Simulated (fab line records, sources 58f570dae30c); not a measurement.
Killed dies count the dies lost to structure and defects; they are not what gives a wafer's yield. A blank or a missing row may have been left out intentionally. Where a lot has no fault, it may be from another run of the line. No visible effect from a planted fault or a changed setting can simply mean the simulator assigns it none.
Struck lot and sound lot, side by side    flow berkeley cmos170    18 out of 331 route steps
Sound: the wafers L115.1, L115.5, L115.6. The struck wafers were L119.2, L119.5, L119.6. At the end, the cause is stated.
Order at every step that has rows: each side's tool, ch and its chambers, its first start. Under that, the readings that differ: sound wafers    struck wafers    difference of the means    sigmas: that difference in standard deviations of wafers without a fault.
alike: readings whose means differ by less than 2 such deviations, and words and numbers that are the same on both sides. not compared: withheld readings, readings that some wafer has no value for, bounds like >300 that may hide the same value, and numbers for which the record gives no deviation and whose values overlap.
A row with sigmas, a row that says differs or no value, or rows on one side alone: a step with any of these is where the two part. When numbers do not overlap yet have no deviation, they are printed without sigmas and do not part them. A reading that every wafer of one side lacks parts them only if that side has two wafers or more.

first, 2 steps without rows for these wafers: UCB170_PLDD_PEB_04; UCB170_PLDD_DEVELOP_05 (develop time 45 s).
UCB170_PLDD_CD_MEAS_06: the cd target is 1200 nm.
  sound on cd sem-02 at day 6 08:34; struck on cd sem-01 at day 7 16:01
  alike: cd nm
UCB170_PLDD_OVL_MEAS_07:
  sound on overlay-01 at day 6 08:41; struck on overlay-01 at day 7 16:07
  alike: PLDD_OVL
then, 2 steps without rows for these wafers: UCB170_PLDD_IMPLANT_08; UCB170_PLDD_IMPLANT_09.
UCB170_PLDD_STRIP_10: strips in O2.
  sound on plasma asher-03 ch 0,1, day 6 09:01; struck on plasma asher-01 ch 0,1, day 7 16:27
  alike: drypump motor current A, oes product au, strip time to endpoint s
  not compared: rf hours counter h
UCB170_PLDD_TW_MEAS_11:
  sound on film metro-02 at day 6 09:07; struck on film metro-04 at day 7 16:34
  alike: PLDD_TW
then, 4 steps without rows for these wafers: UCB170_PLDD_CLEAN_12 (cleans in SPM, time 600 s); UCB170_NLDD_HMDS_00 (prime time 60 s); UCB170_NLDD_COAT_01 (resist thk 900 nm); UCB170_NLDD_SOFTBAKE_02 (time 60 s).
UCB170_NLDD_EXPOSE_03: exposes mask NSELECT, target cd 1200 nm.
  sound on krf scanner-01 ch 0, day 6 09:56; struck on krf scanner-01 ch 0, day 7 17:23
reading                       sound              struck             difference  sigmas
model.NLDD.overlay x nm (nm)  4.193 4.193 4.193  184.7 184.7 184.7  +180.5      
  alike: mask, reticle temp C
then, 2 steps without rows for these wafers: UCB170_NLDD_PEB_04; UCB170_NLDD_DEVELOP_05 (develop time 45 s).
UCB170_NLDD_CD_MEAS_06: the cd target is 1200 nm.
  sound on cd sem-02 at day 6 10:37; struck on cd sem-01 at day 7 18:15
  alike: cd nm
UCB170_NLDD_OVL_MEAS_07:
  sound on overlay-02 at day 6 10:44; struck on overlay-02 at day 7 18:34
reading        sound   struck       difference  sigmas
NLDD_OVL (nm)  0 0 -4  183 175 184  +182        +30
  not compared: hold
UCB170_M3_PROBE_99:
  rows exist in the record for the sound wafers here (prober-02, day 8 03:50), none for the struck ones

WHERE THEY PART
Last at UCB170_M3_PROBE_99 as far as this record goes, first at UCB170_NLDD_OVL_MEAS_07.

WHY: the cause the simulator had injected
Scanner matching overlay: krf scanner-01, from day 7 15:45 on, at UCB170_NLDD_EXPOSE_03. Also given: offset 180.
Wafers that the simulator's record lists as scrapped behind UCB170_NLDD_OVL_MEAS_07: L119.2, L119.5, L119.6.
